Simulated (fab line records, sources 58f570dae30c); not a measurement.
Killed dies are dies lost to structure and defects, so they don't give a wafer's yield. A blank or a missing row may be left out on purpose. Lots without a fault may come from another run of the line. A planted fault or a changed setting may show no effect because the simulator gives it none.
Which tool did it? | flow berkeley_cmos170 | 14 lots, 42 wafers sampled, at 1 step of a route of 331

WHAT THE GAUGES READ, wafer by wafer
The record holds no reading of a measuring or inspecting step that can be judged against a usual standard deviation.

WHICH TOOL RAN EACH LOT (tool, then ch and the chambers of the sampled wafers, then the start)
lot  | UCB170_PLDD_IMPLANT_09
L352 | implanter-04 ch 0, day 6 20:24
L353 | implanter-01 ch 0, day 6 20:34
L354 | implanter-03 ch 0, day 7 06:18
L358 | implanter-01 ch 0, day 7 18:34
L361 | implanter-01 ch 0, day 8 18:26
L362 | implanter-04 ch 0, day 8 18:31
L364 | implanter-03 ch 0, day 8 18:41
L366 | implanter-04 ch 0, day 9 07:29
L369 | implanter-03 ch 0, day 9 10:28
L367 | implanter-04 ch 0, day 9 10:36
L368 | implanter-01 ch 0, day 9 10:46
L371 | implanter-03 ch 0, day 10 04:03
L374 | implanter-01 ch 0, day 10 11:37
L372 | implanter-03 ch 0, day 10 11:50
- UCB170_PLDD_IMPLANT_09

WHAT THE TOOLS THEMSELVES READ (means of the sampled wafers that have a number; where no wafer has one, the mark that the record gives instead)
UCB170_PLDD_IMPLANT_09.
lot  | tool         | tilt_deg (degrees)
L352 | implanter-04 | 7.002
L353 | implanter-01 | 6.988
L354 | implanter-03 | 6.995
L358 | implanter-01 | 7.008
L361 | implanter-01 | 6.973
L362 | implanter-04 | 7.012
L364 | implanter-03 | 7.025
L366 | implanter-04 | 6.457
L369 | implanter-03 | 7.023
L367 | implanter-04 | 6.485
L368 | implanter-01 | 7.023
L371 | implanter-03 | 6.994
L374 | implanter-01 | 6.995
L372 | implanter-03 | 6.990

THE ANSWER, worked out from the rows above alone
Rule: what is usual is taken from the lots themselves. Put in order of their means at a reading, lots are off if they are a third of the lots or fewer, leave a main group of 4 or more, and stand apart from it by a gap of 3 or more times the standard deviation of the main group's means; of several such gaps the widest counts. A main group whose means are all the same, to the digits that the tables above print for the reading, isn't used. A lot without any number at a reading at which 4 lots or more have one is off too. The other lots that the step has rows for count as sound. The gauges are gone through in route order, then the tools' own readings, and for those a lot's mean is taken as printed above. The first step at which some lot is off is used, and at that step the reading that is off furthest; a lot without a number counts as furthest.
Off: L366, L367, at UCB170_PLDD_IMPLANT_09 (tilt_deg). The main group: mean 7.002 degrees, standard deviation 0.016.
A tool fits if, at that step or a process step before it, it ran every lot that is off, and no sound lot after the first of them. One fits: implanter-04 at UCB170_PLDD_IMPLANT_09. Its last sound lot is L362 (day 8 18:31), its first lot that is off L366 (day 9 07:29): a fault that began between those two fits.
The tool's own readings at UCB170_PLDD_IMPLANT_09 bear it out: on the lots that are off they differ by more than 5 times the standard deviation of the sound lots' means. tilt_deg reads 6.471 degrees there against 7.002 degrees on the sound lots.

WHAT THE SIMULATOR HAD PUT IN
Process parameter drift: implanter-04, from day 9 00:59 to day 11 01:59, at UCB170_PLDD_IMPLANT_09. Setting tilt_deg, moved by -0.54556, from 7. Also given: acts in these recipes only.
Lots struck among those shown: L366, L367. The rule above found the same.
